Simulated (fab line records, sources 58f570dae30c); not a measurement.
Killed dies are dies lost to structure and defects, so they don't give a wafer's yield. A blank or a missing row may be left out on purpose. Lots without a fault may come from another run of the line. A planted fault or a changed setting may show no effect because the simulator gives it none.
Which tool did it? | flow berkeley_cmos170 | 14 lots, 42 wafers sampled, at 2 steps of a route of 331

WHAT THE GAUGES READ, wafer by wafer
UCB170_SDANNEAL_RS_MEAS_02: measures by four-point-probe. Usual: PSD_RS 75.5 ohm/sq, standard deviation 0.33.
lot  | measured     | on            | PSD_RS (ohm/sq)                     | flag
L205 | day 6 08:38  | film_metro-03 | 75.1 75.4 75.4                      |
L206 | day 6 19:15  | film_metro-03 | 76.4 76.5 76.0                      |
L207 | day 6 19:47  | film_metro-02 | 75.7 75.5 75.7                      |
L208 | day 7 07:29  | film_metro-02 | 75.8 75.6 75.6                      |
L209 | day 7 08:25  | film_metro-02 | 75.7 75.3 75.1                      |
L211 | day 7 18:10  | film_metro-04 | 75.9 75.3 75.5                      |
L210 | day 7 22:35  | film_metro-02 | 75.2 75.0 75.5                      |
L214 | day 8 11:08  | film_metro-03 | 75.7 75.5 75.7                      |
L216 | day 9 05:58  | film_metro-04 | 75.8 75.5 75.6                      |
L218 | day 9 11:50  | film_metro-02 | 105.5 104.8 104.7 105.3 104.8 104.7 | OFF
L221 | day 9 21:14  | film_metro-04 | 104.6 104.5 105.1 104.4 104.7 105.1 | OFF
L223 | day 10 22:30 | film_metro-02 | 74.9 74.9 74.8                      |
L225 | day 10 23:20 | film_metro-04 | 76.0 75.7 75.9                      |
L226 | day 10 23:29 | film_metro-02 | 75.4 75.4 75.7                      |

WHICH TOOL RAN EACH LOT (tool, then ch and the chambers of the sampled wafers, then the start)
lot  | UCB170_SDANNEAL_RTA_01
L205 | rtp_anneal-01 ch 0, day 6 08:34
L206 | rtp_anneal-02 ch 0, day 6 19:12
L207 | rtp_anneal-01 ch 0, day 6 19:44
L208 | rtp_anneal-02 ch 0, day 7 07:25
L209 | rtp_anneal-02 ch 0, day 7 08:20
L211 | rtp_anneal-01 ch 0, day 7 18:06
L210 | rtp_anneal-02 ch 0, day 7 22:28
L214 | rtp_anneal-01 ch 0, day 8 11:05
L216 | rtp_anneal-02 ch 0, day 9 05:51
L218 | rtp_anneal-02 ch 0, day 9 11:43
L221 | rtp_anneal-02 ch 0, day 9 21:10
L223 | rtp_anneal-01 ch 0, day 10 22:25
L225 | rtp_anneal-01 ch 0, day 10 23:16
L226 | rtp_anneal-01 ch 0, day 10 23:26
- UCB170_SDANNEAL_RTA_01: time 5 s.

WHAT THE TOOLS THEMSELVES READ (means of the sampled wafers that have a number; where no wafer has one, the mark that the record gives instead)
UCB170_SDANNEAL_RTA_01. Usual: lamp_power_pct 35.7 %, standard deviation 0.39; wafer_temp_C_max 1056.3, standard deviation 2.8.
lot  | tool          | lamp_power_pct (%) | wafer_temp_C_max | flag
L205 | rtp_anneal-01 | 35.3               | 1053.4           |
L206 | rtp_anneal-02 | 36.1               | 1060.0           |
L207 | rtp_anneal-01 | 35.3               | 1055.1           |
L208 | rtp_anneal-02 | 36.1               | 1060.2           |
L209 | rtp_anneal-02 | 36.1               | 1058.4           |
L211 | rtp_anneal-01 | 35.3               | 1053.5           |
L210 | rtp_anneal-02 | 36.1               | 1057.7           |
L214 | rtp_anneal-01 | 35.3               | 1053.1           |
L216 | rtp_anneal-02 | 36.0               | 1057.9           |
L218 | rtp_anneal-02 | 36.1               | 1058.2           |
L221 | rtp_anneal-02 | 36.1               | 1057.6           |
L223 | rtp_anneal-01 | 35.3               | 1054.6           |
L225 | rtp_anneal-01 | 35.3               | 1053.5           |
L226 | rtp_anneal-01 | 35.3               | 1053.0           |

THE ANSWER, worked out from the rows above alone
Rule: a lot is off if the mean of its wafers that have a number lies more than 3 standard deviations from the usual mean. A lot without any number at a reading at which 4 lots or more have one is off too. The other lots that the step has rows for count as sound. The gauges are gone through in route order, then the tools' own readings, and for those a lot's mean is taken as printed above. The first step at which some lot is off is used, and at that step the reading that is off furthest; a lot without a number counts as furthest.
Off: L218, L221, at UCB170_SDANNEAL_RS_MEAS_02 (PSD_RS).
A tool fits if, at a process step before that reading, it ran every lot that is off, and no sound lot after the first of them. The gauges at UCB170_SDANNEAL_RS_MEAS_02 are tried like those tools. One fits: rtp_anneal-02 at UCB170_SDANNEAL_RTA_01. Its last sound lot is L216 (day 9 05:51), its first lot that is off L218 (day 9 11:43): a fault that began between those two fits.

WHAT THE SIMULATOR HAD PUT IN
Process parameter drift: rtp_anneal-02, from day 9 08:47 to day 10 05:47, at UCB170_SDANNEAL_RTA_01. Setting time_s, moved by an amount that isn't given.
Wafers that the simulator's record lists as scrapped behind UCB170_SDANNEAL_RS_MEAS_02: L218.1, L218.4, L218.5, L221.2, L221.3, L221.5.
Lots struck among those shown: L218, L221. The rule above found the same.
